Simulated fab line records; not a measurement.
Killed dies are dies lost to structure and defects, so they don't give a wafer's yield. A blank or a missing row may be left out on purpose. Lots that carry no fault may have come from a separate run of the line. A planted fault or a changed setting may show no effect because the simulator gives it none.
A struck lot beside a sound one / flow berkeley cmos170 / 16 steps out of a route of 331
Sound: wafers L499.2, L499.4, L499.5. The struck wafers were L512.1, L512.3, L512.5. Last of all comes the cause.
Each step with rows lists, per side, the tool, then ch with its chambers, then its first start. Under that, the readings that differ: sound wafers / struck wafers / difference of the means / sigmas: that difference in standard deviations of wafers without a fault.
alike: readings whose means differ by less than 2 such deviations, and words and numbers that are the same on both sides. not compared: withheld readings, readings that some wafer has no value for, bounds like >300 that may hide the same value, and numbers for which the record gives no deviation and whose values overlap.
Wherever a step has rows on one side only, a row that says differs or no value, or a row with sigmas, the two part there. Non-overlapping numbers with no deviation appear without sigmas and do not part them. Lack of a reading on every wafer of one side parts them only where that side has two or more wafers.

UCB170_SPACER_CVD_00: deposits SiO2 from TEOS/O2, target thk 376 nm, time 47 s.
  sound on pecvd-03 ch 0,1,2, day 8 20:00; struck on pecvd-04 ch 0,1,2, day 12 11:16
  alike: heater power w, pressure mtorr
UCB170_SPACER_THK_MEAS_01:
  struck on film metro-03, day 12 11:19; sound on film metro-01, day 8 20:03
  alike: SPACER_TEOS_THK
then, 1 step without rows for these wafers: UCB170_SPACER_ANNEAL_02 (time 1800 s).
UCB170_SPACER_ETCHBACK_03: etches SiO2 in CHF3/CF4/Ar, stops on Si, target depth 376 nm, time 100 s.
  sound on rie diel-01 ch 1,2,3, day 9 03:34; struck on rie diel-01 ch 1,2, day 12 17:18
  alike: drypump motor current A, oes product au, throttle valve pct
  not compared: rf hours counter h
then, 6 steps without rows for these wafers: UCB170_PSD_HMDS_00 (prime time 60 s); UCB170_PSD_COAT_01 (resist thk 900 nm); UCB170_PSD_SOFTBAKE_02 (time 60 s); UCB170_PSD_EXPOSE_03 (exposes mask PSELECT MOD, target cd 1200 nm); UCB170_PSD_PEB_04; UCB170_PSD_DEVELOP_05 (develop time 45 s).
UCB170_PSD_CD_MEAS_06 targets a cd of 1200 nm.
  struck on cd sem-02, day 12 19:24; sound on cd sem-01, day 9 05:10
  alike: cd nm
UCB170_PSD_OVL_MEAS_07:
  struck on overlay-02, day 12 19:31; sound on overlay-02, day 9 05:16
  alike: PSD_OVL
UCB170_PSD_IMPLANT_08:
  sound on implanter-02 ch 0, day 9 05:19; struck on implanter-03 ch 0, day 12 19:33
reading=dose ions cm2; sound=3.001e+15 3.005e+15 3.003e+15; struck=3.041e+15 3.04e+15 3.04e+15; difference=+3.733e+13; sigmas=+11
  alike: tilt deg
UCB170_PSD_STRIP_09: strips in O2.
  sound on plasma asher-04 ch 0, day 9 05:27; struck on plasma asher-04 ch 0,1, day 12 19:42
  alike: drypump motor current A, oes product au, strip time to endpoint s
  not compared: rf hours counter h
UCB170_PSD_TW_MEAS_10:
  struck on film metro-03, day 12 19:48; sound on film metro-04, day 9 05:34
  alike: PSD_TW
after that, 1 step had no rows for these wafers: UCB170_M3_PROBE_99.

== WHERE THEY PART ==
Only at UCB170_PSD_IMPLANT_08, as far as this record shows. Later steps at which nothing parts them and some readings are alike: UCB170_PSD_STRIP_09, UCB170_PSD_TW_MEAS_10.

WHY: what the simulator had put in
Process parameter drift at UCB170_PSD_IMPLANT_08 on implanter-03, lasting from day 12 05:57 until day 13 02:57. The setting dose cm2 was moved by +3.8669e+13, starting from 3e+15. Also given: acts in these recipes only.
